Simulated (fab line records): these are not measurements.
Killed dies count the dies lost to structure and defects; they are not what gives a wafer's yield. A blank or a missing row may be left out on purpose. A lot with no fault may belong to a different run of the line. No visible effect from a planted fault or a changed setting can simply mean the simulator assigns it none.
What tool caused it?    flow berkeley cmos170    39 wafers from 13 lots sampled at 5 of the route's 331 steps

## WHAT EACH GAUGE READ, for each wafer
UCB170_FIELD_THK_MEAS_02.
lot   measured     on             FIELD_OXIDE_THK (nm)
L494  day 4 10:49  film metro-01  554 558 550
L495  day 4 15:20  film metro-01  571 575 576
L496  day 4 15:25  film metro-03  560 563 553
L497  day 4 21:04  film metro-01  541 546 536
L498  day 4 21:05  film metro-04  549 548 551
L502  day 6 12:32  film metro-03  538 542 543
L507  day 7 03:53  film metro-04  567 559 566
L508  day 7 12:59  film metro-03  569 572 572
L509  day 7 21:04  film metro-03  572 567 571
L513  day 8 18:04  film metro-03  577 570 582
L512  day 8 18:07  film metro-01  561 564 546
L515  day 9 03:40  film metro-01  560 567 567
L516  day 9 16:50  film metro-04  569 565 565

UCB170_SACOX_THK_MEAS_02.
lot   measured      on             SACOX_OXIDE_THK (nm)
L494  day 5 00:30   film metro-02  14.77 14.87 14.43
L495  day 5 00:31   film metro-03  14.24 14.11 14.46
L496  day 5 00:32   film metro-04  14.47 14.46 14.48
L497  day 5 09:35   film metro-03  14.69 14.82 14.34
L498  day 5 09:36   film metro-04  14.88 14.81 14.79
L502  day 6 23:36   film metro-04  14.37 14.17 14.28
L507  day 7 17:19   film metro-02  14.97 15.08 15.03
L508  day 8 03:29   film metro-04  14.50 14.56 14.54
L509  day 8 10:54   film metro-04  14.84 14.89 14.78
L513  day 9 06:28   film metro-03  14.68 14.56 14.71
L512  day 9 06:28   film metro-04  14.96 14.98 14.93
L515  day 9 17:44   film metro-04  14.70 14.63 14.98
L516  day 10 03:47  film metro-02  15.01 14.97 14.87

UCB170_SCREENOX_THK_MEAS_02.
lot   measured      on             SCREENOX_OXIDE_THK (nm)
L494  day 5 03:30   film metro-01  14.78 14.72 14.49
L495  day 5 03:31   film metro-04  14.65 14.50 14.53
L496  day 5 03:32   film metro-02  14.72 14.60 14.66
L497  day 5 14:17   film metro-02  14.76 14.77 14.77
L498  day 5 14:18   film metro-04  14.50 14.36 14.47
L502  day 7 04:08   film metro-02  14.70 14.33 14.16
L507  day 8 02:36   film metro-04  14.24 14.41 14.37
L508  day 8 08:21   film metro-02  14.52 13.93 14.20
L509  day 8 15:04   film metro-01  14.87 14.50 14.61
L513  day 9 12:11   film metro-04  14.45 14.62 14.15
L512  day 9 12:11   film metro-01  14.07 14.14 14.06
L515  day 9 22:02   film metro-01  14.76 13.85 14.41
L516  day 10 08:05  film metro-02  14.30 14.20 14.31

UCB170_GATE_CD_MEAS_12: the cd target is 350 nm.
lot   measured      on         cd nm (nm)
L494  day 6 00:52   cd sem-01  353.3 353.1 353.1
L495  day 6 01:01   cd sem-01  351.9 351.6 352.9
L496  day 6 00:41   cd sem-01  350.1 349.9 349.5
L497  day 6 08:41   cd sem-02  350.2 349.6 350.2
L498  day 6 08:50   cd sem-01  348.7 347.7 349.3
L502  day 8 05:45   cd sem-02  352.5 352.3 351.3
L507  day 8 21:56   cd sem-01  355.7 354.4 355.6
L508  day 9 03:55   cd sem-01  352.5 353.0 353.6
L509  day 9 11:45   cd sem-02  349.2 349.8 349.5
L513  day 10 08:40  cd sem-02  350.6 352.1 350.5
L512  day 10 08:40  cd sem-01  351.3 351.0 352.0
L515  day 10 17:37  cd sem-02  352.0 350.3 350.9
L516  day 11 06:56  cd sem-01  349.7 348.1 350.2

## EACH LOT AND THE TOOL THAT RAN IT (in order: tool; ch and the chambers of the sampled wafers; start)
lot   UCB170_GATE_PEB_10
L494  litho track-03 ch 0, day 6 00:35
L495  litho track-01 ch 0, day 6 00:44
L496  litho track-01 ch 0, day 6 00:26
L497  litho track-01 ch 0, day 6 08:25
L498  litho track-03 ch 0, day 6 08:35
L502  litho track-01 ch 0, day 8 05:28
L507  litho track-03 ch 0, day 8 21:40
L508  litho track-03 ch 0, day 9 03:40
L509  litho track-04 ch 0, day 9 11:29
L513  litho track-04 ch 0, day 10 08:24
L512  litho track-01 ch 0, day 10 08:24
L515  litho track-04 ch 0, day 10 17:20
L516  litho track-01 ch 0, day 11 06:22
- UCB170_GATE_PEB_10

## WHAT THE TOOLS THEMSELVES READ (means of the sampled wafers that have a number; where no wafer has one, the mark that the record gives instead)
UCB170_GATE_PEB_10.
lot   tool            heater power total W (W)  plate temp C (C)
L494  litho track-03  56.80                     130.12
L495  litho track-01  56.85                     130.02
L496  litho track-01  56.83                     130.08
L497  litho track-01  56.83                     130.17
L498  litho track-03  56.80                     130.02
L502  litho track-01  56.84                     130.00
L507  litho track-03  56.37                     129.16
L508  litho track-03  56.37                     129.25
L509  litho track-04  56.83                     130.00
L513  litho track-04  56.83                     130.11
L512  litho track-01  56.79                     129.95
L515  litho track-04  56.83                     130.08
L516  litho track-01  56.77                     129.90

## THE ANSWER, worked out from the rows above alone
Rule: the usual values come from the lots themselves. Put in order of their means at a reading, lots are off if they are a third of the lots or fewer, leave a main group of 4 or more, and stand apart from it by a gap of 3 or more times the standard deviation of the main group's means; of several such gaps the widest counts. The tables above print the reading to a certain number of digits; a main group whose means all agree to those digits is not used. A lot without any number at a reading at which 4 lots or more have one is off too. Where the step has rows for the other lots, those lots are counted as sound. First the gauges in route order, then the tools' own readings, where a lot's mean is used as printed above. The first step at which some lot is off is used, and at that step the reading that is off furthest; a lot without a number counts as furthest.
Off at UCB170_GATE_PEB_10 (heater power total W): L507, L508. The main group: mean 56.82 W, standard deviation 0.023.
A tool fits if, at that step or a process step before it, it ran every lot that is off, and no sound lot after the first of them. One fits: litho track-03 at UCB170_GATE_PEB_10. A fault onset in the window from L498 (day 6 08:35, its last sound lot) to L507 (day 8 21:40, its first lot off) fits.
The tool's own readings at UCB170_GATE_PEB_10 bear it out: on the lots that are off they differ by more than 5 times the standard deviation of the sound lots' means. heater power total W reads 56.37 W there against 56.82 W on the sound lots; plate temp C reads 129.20 C there against 130.04 C on the sound lots.

## WHAT THE SIMULATOR HAD PUT IN
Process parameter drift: litho track-03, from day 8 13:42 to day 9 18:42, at UCB170_GATE_PEB_10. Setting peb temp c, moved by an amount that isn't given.
Struck lots among those shown: L507, L508. The same result came from the rule above.
